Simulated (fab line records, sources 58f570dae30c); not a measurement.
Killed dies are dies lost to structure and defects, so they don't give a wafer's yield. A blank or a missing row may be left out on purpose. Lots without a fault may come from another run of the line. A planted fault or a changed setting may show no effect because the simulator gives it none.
A struck lot beside a sound one | flow berkeley_cmos170 | 17 steps out of a route of 331
Sound: wafers L912.2, L912.5, L912.6. Struck: wafers L924.1, L924.3, L924.6. The cause comes at the end.
At each step with rows: each side's tool, then ch and its chambers, then its first start. Under that, the readings that differ: sound wafers | struck wafers | difference of the means | sigmas: that difference in standard deviations of wafers without a fault.
alike: readings whose means differ by less than 2 such deviations, and words and numbers that are the same on both sides. not compared: withheld readings, readings that some wafer has no value for, bounds like >300 that may hide the same value, and numbers for which the record gives no deviation and whose values overlap.
The two part at a step that has a row with sigmas, a row that says differs or no value, or rows on one side only. Numbers that don't overlap but have no deviation are shown without sigmas and don't part them. A reading that every wafer of one side lacks parts them only if that side has two wafers or more.

first, 1 step without rows for these wafers: UCB170_M2_SOFTBAKE_06 (time 60 s).
UCB170_M2_STRIP_07: strips in O2.
  sound on plasma_asher-03 ch 0,1, day 8 15:40; struck on plasma_asher-03 ch 0,1, day 11 06:38
  alike: drypump_motor_current_A, oes_product_au, strip_time_to_endpoint_s
  not compared: rf_hours_counter_h
then, 7 steps without rows for these wafers: UCB170_M2_STRIP_08 (strips KrF in DMSO, time 600 s); UCB170_M2_COAT_09; UCB170_M2_COAT_10 (resist thk 900 nm); UCB170_M2_SOFTBAKE_11 (time 60 s); UCB170_M2_EXPOSE_12 (exposes mask METAL2, target cd 700 nm); UCB170_M2_PEB_13; UCB170_M2_DEVELOP_14 (develop time 45 s).
UCB170_M2_CD_MEAS_15: target cd 700 nm.
  sound on cd_sem-01, day 8 17:11; struck on cd_sem-02, day 11 07:55
  alike: cd_nm
UCB170_M2_OVL_MEAS_16:
  sound on overlay-01, day 8 17:18; struck on overlay-01, day 11 08:02
  alike: M2_OVL
UCB170_M2_ETCH_17: etches BARC in N2/H2.
  sound on rie_diel-03 ch 0,1,2, day 8 17:20; struck on rie_diel-01 ch 1,2,3, day 11 08:05
  alike: drypump_motor_current_A, n2_flow_sccm, oes_product_au, throttle_valve_pct
UCB170_M2_METAL_ETCH_18: etches Al in Cl2/BCl3, stops on SiO2, target depth 1170 nm, time 195 s.
  sound on rie_metal-01 ch 0,1, day 8 17:22; struck on rie_metal-01 ch 0,1, day 11 08:07
  reading                             | sound             | struck            | difference | sigmas
  model.KrF_of_M2_COAT_10.thk_nm (nm) | 186.5 205.6 185.6 | 320.7 355.9 350.1 | +149.7     |
  model.SiO2_of_V1_CVD_00.thk_nm (nm) | 935.4 937.5 934.6 | 946.9 952.1 950.1 | +13.9      |
  model.M2.cd_nm (nm)                 | 696.9 702.5 699.6 | 713.9 712.1 708.3 | +11.8      |
  alike: drypump_motor_current_A, oes_product_au, throttle_valve_pct
  not compared: rf_hours_counter_h
UCB170_M2_STRIP_19: strips in O2.
  sound on plasma_asher-02 ch 0,1, day 8 17:34; struck on plasma_asher-03 ch 0, day 11 08:19
  reading                     | sound             | struck            | difference | sigmas
  drypump_motor_current_A (A) | 6.04 6.04 5.61    | 5.31 5.31 5.32    | -0.58      | -2
  oes_product_au (a.u.)       | 0.513 0.537 0.515 | 0.655 0.689 0.690 | +0.156     | +10
  not compared: rf_hours_counter_h
UCB170_M2_CD_MEAS_90: target cd 700 nm.
  sound on cd_sem-02, day 8 17:43; struck on cd_sem-02, day 11 08:42
  reading    | sound             | struck            | difference | sigmas
  cd_nm (nm) | 696.7 702.6 699.3 | 713.9 712.1 708.3 | +11.9      | +4
  not compared: hold
UCB170_V2_CVD_00: deposits SiO2 from TEOS/O2, target thk 2000 nm, time 250 s.
  sound on pecvd-02 ch 0,2, day 8 17:49; struck on pecvd-02 ch 0,1,2, day 11 12:54
  reading | sound | struck                                                                     | difference                   | sigmas
  hold    | - - - | await_dispo/4.1h/release await_dispo/4.1h/release await_dispo/4.1h/release | no value on the sound wafers |
  alike: heater_power_w, pressure_mtorr
  not compared: since_wet_clean_h
UCB170_M3_PROBE_99:
  sound on prober-01, day 9 01:19; struck on prober-01, day 11 17:55
  reading                               | sound                      | struck                                                                     | difference                   | sigmas
  hold                                  | - - -                      | await_dispo/2.6h/release await_dispo/2.6h/release await_dispo/2.6h/release | no value on the sound wafers |
  model.etest.antenna_m2.vt_shift_v (V) | -0.01617 -0.01494 -0.01569 | -0.006857 -0.009218 -0.004876                                              | +0.008616                    |

WHERE THEY PART
First at UCB170_M2_STRIP_19; last, within this record, at UCB170_M3_PROBE_99.

WHY: what the simulator had put in
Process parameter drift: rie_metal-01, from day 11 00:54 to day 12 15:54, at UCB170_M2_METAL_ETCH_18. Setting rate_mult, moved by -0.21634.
